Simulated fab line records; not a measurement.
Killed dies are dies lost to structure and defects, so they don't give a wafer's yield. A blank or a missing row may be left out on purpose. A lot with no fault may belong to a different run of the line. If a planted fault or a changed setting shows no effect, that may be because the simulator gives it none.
fab line records	flow ritCmos
record lots=15	wafers=45	lastDay=7
route steps=202 shown NRETRO@62 PRETRO@74
lots untouched by any fault: they come from a run of this same line in which no faults occurred
startH: hours from the record's first day to the start of the lot's first wafer shown	waitH: hours from the lot's prior step to this one	" as in the row above	L1.1+2: one row covering several wafers at once	- no value present, or no start provided	* or withheld: withheld	< > ~ a bound
route shown NAME@n: a module of which the file shows steps, and the number in the route of the first	usual: mean/standard deviation of fault-free wafers	same: alike in all rows	chamber/n: place in a boat	sites: per-site readings	_std_site: standard deviation of those values	_edge_site: mean of outer sites minus mean of inner sites	radiusMm: how far each site lies from the wafer's centre	mask NAME#n: copy n	behind: the last tool/chamber to shape the wafer	hold: why the lot went on hold/how many hours it stayed there/how the hold came to an end	device: names the non-switching transistor (n, p or np)	end of line: at the end of the route, the tests of the same wafers	for a step that has no rows: nothing shown but its recipe	killed: not the wafer's yield, but the dies lost to structure and defects at the first sort	map: dies across one wafer; x = killed, . = not, _ = none there
set.NAME: the setting the step ran with; set.NAME@STEP: the setting that earlier step ran with	model.NAME: the simulator's own value behind a step, which no gauge read
one table for each step of the route and one row for each wafer, over a sample of lots
services: a tool's chamber out of use, with start hour (startH, from the record's first day; less than 0 if before it), hours out, and reason
## steps
# step RIT_NRETRO_STRIP_09
# recipe chemistry=O2	timeS=180	resist=NOVOLAK	platenTempC=withheld	powerW=500	pressureMtorr=4000	o2FlowSccm=4000
# usual chamberPressureMTorr=4000/3.7	drypumpMotorCurrentA=5.7/0.63
lot.wafer	tool	chamber	startH	waitH	chamberPressureMTorr	drypumpMotorCurrentA	rfHoursCounterH
L377.1	plasmaAsher-01	0	38.66	0.1	3999	5.8	23
L377.2	"	1	"	"	4006	5.1	23
L377.6	"	0	"	"	3997	5.8	-
L378.2	plasmaAsher-04	1	42.63	0.1	3998	6.9	41
L378.4	"	0	"	"	3992	5.8	-
L378.5	"	0	"	"	4005	5.8	-
L379.2	plasmaAsher-03	0	47.45	0.1	3998	5.2	41
L379.4	"	0	"	"	4001	5.2	-
L379.6	"	0	"	"	3994	5.2	-
L380.1	plasmaAsher-04	0	52.86	0.1	4000	5.8	42
L380.4	"	1	"	"	3992	6.9	-
L380.6	"	0	"	"	3998	5.8	-
L386.3	plasmaAsher-01	0	82.37	0.1	-	-	-
L386.4	"	1	"	"	-	-	-
L386.5	"	0	"	"	-	-	-
L387.2	plasmaAsher-01	0	86.71	0.1	-	-	-
L387.3	"	0	"	"	-	-	-
L387.6	"	0	"	"	-	-	-
L388.1	plasmaAsher-01	0	92.49	0.1	-	-	-
L388.5	"	1	"	"	-	-	-
L388.6	"	0	"	"	-	-	-
L389.2	plasmaAsher-03	1	95.03	0.1	4004	5.1	46
L389.3	"	0	"	"	3997	5.1	-
L389.4	"	1	"	"	4000	5.1	-
L390.2	plasmaAsher-01	0	100.67	0.1	3999	5.8	30
L390.4	"	0	"	"	3997	5.8	-
L390.6	"	1	"	"	3996	5.1	-
L394.1	plasmaAsher-04	1	121.28	0.1	4003	6.8	50
L394.4	"	1	"	"	4005	6.9	-
L394.6	"	0	"	"	4003	5.8	-
L395.2	plasmaAsher-01	0	126.27	0.1	3999	5.8	33
L395.4	"	1	"	"	4001	5.1	-
L395.6	"	0	"	"	4000	5.8	-
L396.1	plasmaAsher-01	1	129.49	0.1	3999	5.1	34
L396.2	"	0	"	"	3994	5.8	34
L396.5	"	1	"	"	3996	5.1	-
L397.2	plasmaAsher-01	0	135.82	0.1	4006	5.8	35
L397.4	"	0	"	"	4002	5.8	-
L397.6	"	0	"	"	4000	5.8	-
L398.2	plasmaAsher-04	1	141.62	0.1	3998	6.9	52
L398.4	"	1	"	"	4001	6.9	-
L398.6	"	1	"	"	4002	6.9	-
L399.1	plasmaAsher-01	0	146.65	0.1	4001	5.8	36
L399.4	"	1	"	"	4004	5.1	-
L399.5	"	1	"	"	3999	5.1	-
# step RIT_PRETRO_TW_MEAS_10
# usual PRETRO_TW=477/3.9
lot.wafer	tool	chamber	startH	waitH	PRETRO_TW
L377.1	filmMetro-01	-	40.38	0.1	481
L377.2	"	-	"	"	480
L377.6	"	-	"	"	480
L378.2	filmMetro-03	-	44.49	0.1	476
L378.4	"	-	"	"	474
L378.5	"	-	"	"	473
L379.2	filmMetro-03	-	49.39	0.1	478
L379.4	"	-	"	"	478
L379.6	"	-	"	"	479
L380.1	filmMetro-01	-	54.59	0.1	480
L380.4	"	-	"	"	482
L380.6	"	-	"	"	482
L386.3	filmMetro-01	-	84.06	0.1	30
L386.4	"	-	"	"	30
L386.5	"	-	"	"	30
L387.2	filmMetro-02	-	88.45	0.1	30
L387.3	"	-	"	"	30
L387.6	"	-	"	"	30
L388.1	filmMetro-01	-	94.34	0.1	31
L388.5	"	-	"	"	30
L388.6	"	-	"	"	30
L389.2	filmMetro-02	-	96.77	0.1	476
L389.3	"	-	"	"	473
L389.4	"	-	"	"	471
L390.2	filmMetro-01	-	102.51	0.1	482
L390.4	"	-	"	"	481
L390.6	"	-	"	"	482
L394.1	filmMetro-03	-	123.13	0.1	478
L394.4	"	-	"	"	479
L394.6	"	-	"	"	480
L395.2	filmMetro-02	-	128.00	0.1	474
L395.4	"	-	"	"	474
L395.6	"	-	"	"	471
L396.1	filmMetro-03	-	131.22	0.1	479
L396.2	"	-	"	"	476
L396.5	"	-	"	"	476
L397.2	filmMetro-01	-	137.68	0.1	480
L397.4	"	-	"	"	480
L397.6	"	-	"	"	480
L398.2	filmMetro-02	-	143.37	0.1	474
L398.4	"	-	"	"	473
L398.6	"	-	"	"	472
L399.1	filmMetro-03	-	148.50	0.1	484
L399.4	"	-	"	"	481
L399.5	"	-	"	"	479
## services
tool	chamber	startH	hours	kind
plasmaAsher-01	-	40.98	2.3	repair
plasmaAsher-03	-	108.75	9.0	pm
plasmaAsher-03	0	108.75	9.0	ventCycle
plasmaAsher-03	1	108.75	9.0	ventCycle
plasmaAsher-03	0	117.75	-	clean
plasmaAsher-03	1	117.75	-	clean
## key
firstSign step=RIT_NRETRO_STRIP_09	reading=toolRecord	direction=missing
effect step=RIT_PRETRO_TW_MEAS_10	reading=PRETRO_TW	direction=down	sigmas=99+	usual=477	struck=30
metAt RIT_NRETRO_STRIP_09
struckLots L386,L387,L388
sortLeftOut L386.3,L386.4,L386.5,L387.2,L387.3,L387.6,L388.1,L388.5,L388.6
testerLeftOut L386,L387,L388
onsetBetween 38.66 82.37
fault kind=skippedStepWhole	tool=plasmaAsher-01	chamber=-	onsetH=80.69	steps=RIT_NRETRO_STRIP_09	scope=struckLotsOnly
# testerLeftOut: of these lots the tester's yield and bins aren't shown, on N5 and GAA mostly nor the transistor test; their killed dies are dies lost to structure and defects alone, not to doping, threshold or leakage, so they don't give the yield
# sortLeftOut: the simulated sort isn't trusted on such a fault, so these wafers' sort isn't shown, and their yield isn't known
